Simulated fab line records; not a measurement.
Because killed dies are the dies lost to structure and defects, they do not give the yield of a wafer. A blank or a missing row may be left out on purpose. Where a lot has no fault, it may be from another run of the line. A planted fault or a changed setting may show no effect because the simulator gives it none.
Chamber matching / flow berkeley-cmos170 / rie-diel-01 running UCB170_SPACER_ETCHBACK_03: 4 sister chambers
The step etches SiO2 in CHF3/CF4/Ar, stops on Si, target depth 376 nm, time 100 s. 14 wafers are shown with their chamber, then 7 later ones without.

== WAFERS PAIRED WITH THEIR CHAMBERS ==
wafer=L683.2; chamber=2; drypump-motor-current-A (A)=5.5; throttle-valve-pct (%)=6.38; oes-product-au (a.u.)=0.892
wafer=L683.5; chamber=0; drypump-motor-current-A (A)=6.4; throttle-valve-pct (%)=6.22; oes-product-au (a.u.)=0.921
wafer=L683.6; chamber=3; drypump-motor-current-A (A)=4.8; throttle-valve-pct (%)=6.60; oes-product-au (a.u.)=0.906
wafer=L684.1; chamber=0; drypump-motor-current-A (A)=6.4; throttle-valve-pct (%)=6.24; oes-product-au (a.u.)=0.924
wafer=L684.4; chamber=1; drypump-motor-current-A (A)=4.8; throttle-valve-pct (%)=6.57; oes-product-au (a.u.)=0.905
wafer=L684.5; chamber=0; drypump-motor-current-A (A)=6.4; throttle-valve-pct (%)=6.25; oes-product-au (a.u.)=0.928
wafer=L688.1; chamber=0; drypump-motor-current-A (A)=6.4; throttle-valve-pct (%)=6.24; oes-product-au (a.u.)=0.928
wafer=L688.2; chamber=2; drypump-motor-current-A (A)=5.5; throttle-valve-pct (%)=6.38; oes-product-au (a.u.)=0.887
wafer=L688.6; chamber=2; drypump-motor-current-A (A)=5.5; throttle-valve-pct (%)=6.39; oes-product-au (a.u.)=0.898
wafer=L689.1; chamber=3; drypump-motor-current-A (A)=4.8; throttle-valve-pct (%)=6.64; oes-product-au (a.u.)=0.892
wafer=L689.4; chamber=2; drypump-motor-current-A (A)=5.5; throttle-valve-pct (%)=6.39; oes-product-au (a.u.)=0.890
wafer=L689.6; chamber=0; drypump-motor-current-A (A)=6.5; throttle-valve-pct (%)=6.23; oes-product-au (a.u.)=0.933
wafer=L690.1; chamber=2; drypump-motor-current-A (A)=5.5; throttle-valve-pct (%)=6.37; oes-product-au (a.u.)=0.874
wafer=L690.2; chamber=3; drypump-motor-current-A (A)=4.8; throttle-valve-pct (%)=6.60; oes-product-au (a.u.)=0.907

SIGNATURES, as means of the wafers listed above
reading=drypump-motor-current-A; chamber 0=6.420; chamber 1=4.800; chamber 2=5.500; chamber 3=4.800; scatter within a chamber=0.0283
reading=throttle-valve-pct; chamber 0=6.2360; chamber 1=6.5700; chamber 2=6.3820; chamber 3=6.6133; scatter within a chamber=0.0137
reading=oes-product-au; chamber 0=0.92680; chamber 1=0.90500; chamber 2=0.88820; chamber 3=0.90167; scatter within a chamber=0.00735
Rule: for a wafer and a chamber, the distance is found by dividing, reading by reading, the gap between the wafer's reading and the chamber's mean by the reading's scatter, squaring, summing and taking the root. The wafer belongs to the nearest chamber; if the next one is less than 2 further off, it can't be placed. The scatter: take each reading less its chamber's mean, square it, sum over the shown wafers, divide by the number of wafers less the number of chambers, and take the root.

== WAFERS WHOSE CHAMBER IS MISSING ==
wafer=L690.4; drypump-motor-current-A (A)=6.4; throttle-valve-pct (%)=6.26; oes-product-au (a.u.)=0.936
wafer=L703.1; drypump-motor-current-A (A)=4.8; throttle-valve-pct (%)=6.61; oes-product-au (a.u.)=0.897
wafer=L703.4; drypump-motor-current-A (A)=4.8; throttle-valve-pct (%)=6.60; oes-product-au (a.u.)=0.903
wafer=L703.6; drypump-motor-current-A (A)=6.4; throttle-valve-pct (%)=6.23; oes-product-au (a.u.)=0.904
wafer=L704.4; drypump-motor-current-A (A)=4.8; throttle-valve-pct (%)=6.62; oes-product-au (a.u.)=0.900
wafer=L704.5; drypump-motor-current-A (A)=6.4; throttle-valve-pct (%)=6.24; oes-product-au (a.u.)=0.905
wafer=L704.6; drypump-motor-current-A (A)=4.8; throttle-valve-pct (%)=6.59; oes-product-au (a.u.)=0.891

== WHICH CHAMBER EACH WENT THROUGH ==
wafer=L690.4; from the rows above=0; in truth=0
wafer=L703.1; from the rows above=3; in truth=3
wafer=L703.4; from the rows above=can't be placed: 3 or 1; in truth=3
wafer=L703.6; from the rows above=0; in truth=0
wafer=L704.4; from the rows above=3; in truth=3
wafer=L704.5; from the rows above=0; in truth=0
wafer=L704.6; from the rows above=can't be placed: 3 or 1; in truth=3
Placed correctly: 5 of 7. These rows do not allow placing 2 (true chamber among the candidates in 2). Placed wrongly: 0.
